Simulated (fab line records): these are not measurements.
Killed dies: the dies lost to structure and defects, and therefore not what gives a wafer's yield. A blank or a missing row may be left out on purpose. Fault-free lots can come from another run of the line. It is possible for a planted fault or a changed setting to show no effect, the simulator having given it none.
Comparing a struck lot with a sound one + flow berkeley_cmos170 + 17 steps out of a route of 331
Sound: wafers L293.1, L293.5, L293.6. The struck wafers were L306.3, L306.4, L306.6. At the end, the cause is stated.
At each step with rows: each side's tool, then ch and its chambers, then its first start. Under that, the readings that differ: sound wafers + struck wafers + difference of the means + sigmas: that difference in standard deviations of wafers without a fault.
alike: readings with means less than 2 such deviations apart, plus words and numbers identical on both sides. not compared: withheld readings, readings lacking a value on some wafer, bounds such as >300 that could conceal the same value, and numbers that have no deviation in the record and whose values overlap.
A row with sigmas, a row that says differs or no value, or rows on one side alone: a step with any of these is where the two part. Numbers that have no deviation but don't overlap get no sigmas and don't part them. Lack of a reading on every wafer of one side parts them only where that side has two or more wafers.

first, 3 steps without rows for these wafers: UCB170_BACKSIDE_HMDS_00 (prime time 60 s); UCB170_BACKSIDE_COAT_01 (resist thk 900 nm); UCB170_BACKSIDE_SOFTBAKE_02 (time 60 s).
UCB170_BACKSIDE_STRIP_03: strips in O2.
  sound on plasma_asher-01 ch 0,1, day 7 01:16; struck on plasma_asher-03 ch 0,1, day 9 15:36
  alike: drypump_motor_current_A, oes_product_au, strip_time_to_endpoint_s
  not compared: rf_hours_counter_h
then, 1 step without rows for these wafers: UCB170_BACKSIDE_CLEAN_04 (cleans in SPM, time 600 s).
UCB170_SDANNEAL_RTA_00: time 10 s.
  sound on rtp_anneal-01 ch 0, day 7 01:33; struck on rtp_anneal-01 ch 0, day 9 15:53
  alike: lamp_power_pct, wafer_temp_C_max
UCB170_SDANNEAL_RTA_01: time 5 s.
  sound on rtp_anneal-01 ch 0, day 7 01:37; struck on rtp_anneal-01 ch 0, day 9 15:57
  alike: lamp_power_pct, wafer_temp_C_max
UCB170_SDANNEAL_RS_MEAS_02: the measuring method here is four-point-probe.
  sound on film_metro-03 at day 7 01:40; struck on film_metro-04 at day 9 16:02
  alike: PSD_RS
UCB170_SDANNEAL_RS_MEAS_03: the measuring method here is four-point-probe.
  sound on film_metro-03 at day 7 01:47; struck on film_metro-04 at day 9 16:09
  alike: NSD_RS
UCB170_SDANNEAL_RS_MEAS_04: the measuring method here is four-point-probe.
  sound on film_metro-03 at day 7 01:55; struck on film_metro-04 at day 9 16:16
  alike: PLDD_RS
UCB170_SDANNEAL_RS_MEAS_05: the measuring method here is four-point-probe.
  sound on film_metro-03 at day 7 02:02; struck on film_metro-04 at day 9 16:23
| reading          | sound             | struck            | difference | sigmas |
|------------------|-------------------|-------------------|------------|--------|
| NLDD_RS (ohm/sq) | 620.0 618.1 617.6 | 615.0 614.8 614.2 | -3.9       | -3     |
then, 1 step without rows for these wafers: UCB170_SILICIDE_PRE_CLEAN_00 (preclean etch time 60 s).
UCB170_SILICIDE_SPUTTER_01: material Ti, target thk 30 nm, time 25 s.
  sound on pvd_sputter-03 at day 7 02:13; struck on pvd_sputter-03 at day 9 16:44
  alike: throttle_valve_pct
UCB170_SILICIDE_RS_MEAS_02: the measuring method here is four-point-probe.
  sound on film_metro-04 at day 7 02:15; struck on film_metro-02 at day 9 16:48
| reading                 | sound          | struck         | difference | sigmas |
|-------------------------|----------------|----------------|------------|--------|
| SILICIDE_TI_RS (ohm/sq) | 26.5 26.7 26.4 | 11.7 11.6 11.6 | -14.9      | -44    |
UCB170_SILICIDE_THK_MEAS_03: measures by xrf.
  sound on film_metro-04 at day 7 02:22; struck on film_metro-02 at day 9 16:54
| reading              | sound          | struck         | difference | sigmas |
|----------------------|----------------|----------------|------------|--------|
| SILICIDE_TI_THK (nm) | 29.3 29.4 29.7 | 60.1 60.2 60.2 | +30.7      | +88    |
UCB170_SILICIDE_RTA_04: time 15 s.
  sound on rtp_anneal-02 ch 0, day 7 02:26; struck on rtp_anneal-02 ch 0, day 9 16:58
  alike: lamp_power_pct, wafer_temp_C_max
UCB170_M3_PROBE_99:
  record: rows for the struck wafers here (prober-02, day 10 18:11), none for the sound ones

WHERE THEY PART
Earliest at UCB170_SDANNEAL_RS_MEAS_05; latest, in this record, at UCB170_M3_PROBE_99.

WHY: the cause the simulator had injected
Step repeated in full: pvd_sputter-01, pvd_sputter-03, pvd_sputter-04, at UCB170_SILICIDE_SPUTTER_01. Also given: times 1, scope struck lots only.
